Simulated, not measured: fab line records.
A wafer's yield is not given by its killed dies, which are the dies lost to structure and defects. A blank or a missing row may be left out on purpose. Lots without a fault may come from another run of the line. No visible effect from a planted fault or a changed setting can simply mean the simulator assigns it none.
Comparing a struck lot with a sound one / flow ritCmos / 21 out of 202 route steps
Sound: these wafers, L337.1, L337.4, L337.5. Struck: wafers L350.2, L350.3, L350.4. The cause is named last.
Order at every step that has rows: each side's tool, ch and its chambers, its first start. Under that, the readings that differ: sound wafers / struck wafers / difference of the means / sigmas: that difference in standard deviations of wafers without a fault.
alike: same words and numbers on both sides, and readings whose means sit less than 2 such deviations apart. not compared: any withheld reading, any reading some wafer has no value for, any bound like >300 that may hide the same value, and any number with overlapping values for which the record gives no deviation.
The two part at a step that has a row with sigmas, a row that says differs or no value, or rows on one side only. Numbers that have no deviation but don't overlap get no sigmas and don't part them. A reading that every wafer of one side lacks parts them only if that side has two wafers or more.

RIT_GATE_CD_MEAS_16 targets a cd of 150 nm.
  sound on cdSem-01 at day 2 18:22; struck on cdSem-01 at day 5 17:35
  alike: cdNm
RIT_GATE_OVL_MEAS_17:
  sound on overlay-01 at day 2 18:29; struck on overlay-01 at day 5 17:41
  alike: GATE_OVL
then, 1 step without rows for these wafers: RIT_GATE_HARDBAKE_18 (time 60 s).
RIT_GATE_ETCH_19: etches poly-Si in SF6/CHF3/O2, stops on SiO2, time 165 s, target depth 312.5 nm.
  sound on rieSi-01 ch 1,2, day 2 18:40; struck on rieSi-02 ch 0,2,3, day 5 17:52
  alike: SF6_flow_sccm, drypumpMotorCurrentA, oesProductAu, throttleValvePct
  not compared: rfHoursCounterH
RIT_GATE_STRIP_20: strips in O2, time 180 s.
  sound on plasmaAsher-03 ch 0,1, day 2 18:47; struck on plasmaAsher-02 ch 0,1, day 5 17:58
  alike: drypumpMotorCurrentA
  not compared: rfHoursCounterH
RIT_GATE_CD_MEAS_90 targets a cd of 150 nm.
  sound on cdSem-02 at day 2 18:57; struck on cdSem-02 at day 5 18:10
  alike: cdNm
then, 4 steps without rows for these wafers: RIT_REOX_CLEAN_00 (cleans in SC1, time 600 s); RIT_REOX_CLEAN_01 (cleans in dHF, time 30 s); RIT_REOX_CLEAN_02 (cleans in SC2, time 600 s); RIT_REOX_OXIDATION_03 (target thk 25.2 nm, ox time 5580 s).
RIT_REOX_THK_MEAS_04:
  sound on filmMetro-01 at day 2 21:59; struck on filmMetro-01 at day 5 22:08
reading=REOX_OXIDE_THK (nm); sound=25.4 25.7 25.4; struck=24.3 24.8 24.3; difference=-1.0; sigmas=-2
then, 1 step without rows for these wafers: RIT_NLDD_HMDS_00 (prime time 60 s).
RIT_NLDD_COAT_01: resist thk 1000 nm.
  sound on lithoTrack-03 ch 0, day 2 22:12; struck on lithoTrack-04 ch 0, day 5 22:22
reading=model.NOVOLAK_of_NLDD_COAT_01.thkNm (nm); sound=1008 1003 1007; struck=1067 1065 1065; difference=+60; sigmas=
  alike: spinSpeedRpm
then, 4 steps without rows for these wafers: RIT_NLDD_SOFTBAKE_02 (time 60 s); RIT_NLDD_EXPOSE_03 (exposes mask M7, target cd 40700 nm); RIT_NLDD_PEB_04; RIT_NLDD_DEVELOP_05 (develop time 50 s).
RIT_NLDD_OVL_MEAS_06:
  sound on overlay-01 at day 2 23:07; struck on overlay-01 at day 5 23:10
  alike: NLDD_OVL
RIT_NLDD_HARDBAKE_07: time 60 s.
  sound on lithoTrack-04 ch 0, day 2 23:14; struck on lithoTrack-03 ch 0, day 5 23:14
reading=model.NOVOLAK_of_NLDD_COAT_01.thkNm (nm); sound=890.6 886.3 889.7; struck=942.6 940.8 941; difference=+52.6; sigmas=
after that, 1 step had no rows for these wafers: RIT_NLDD_IMPLANT_08.
RIT_M1_PROBE_99:
  sound on prober-02 at day 3 15:49; struck on prober-01 at day 6 14:31
  alike: killedAtFrontEnd, killedDies, killedOpen, killedShort

WHERE THEY PART
Within this record, at RIT_REOX_THK_MEAS_04 only. Later steps at which nothing parts them and some readings are alike: RIT_NLDD_COAT_01, RIT_NLDD_OVL_MEAS_06, RIT_M1_PROBE_99.

WHY: what had been put in by the simulator
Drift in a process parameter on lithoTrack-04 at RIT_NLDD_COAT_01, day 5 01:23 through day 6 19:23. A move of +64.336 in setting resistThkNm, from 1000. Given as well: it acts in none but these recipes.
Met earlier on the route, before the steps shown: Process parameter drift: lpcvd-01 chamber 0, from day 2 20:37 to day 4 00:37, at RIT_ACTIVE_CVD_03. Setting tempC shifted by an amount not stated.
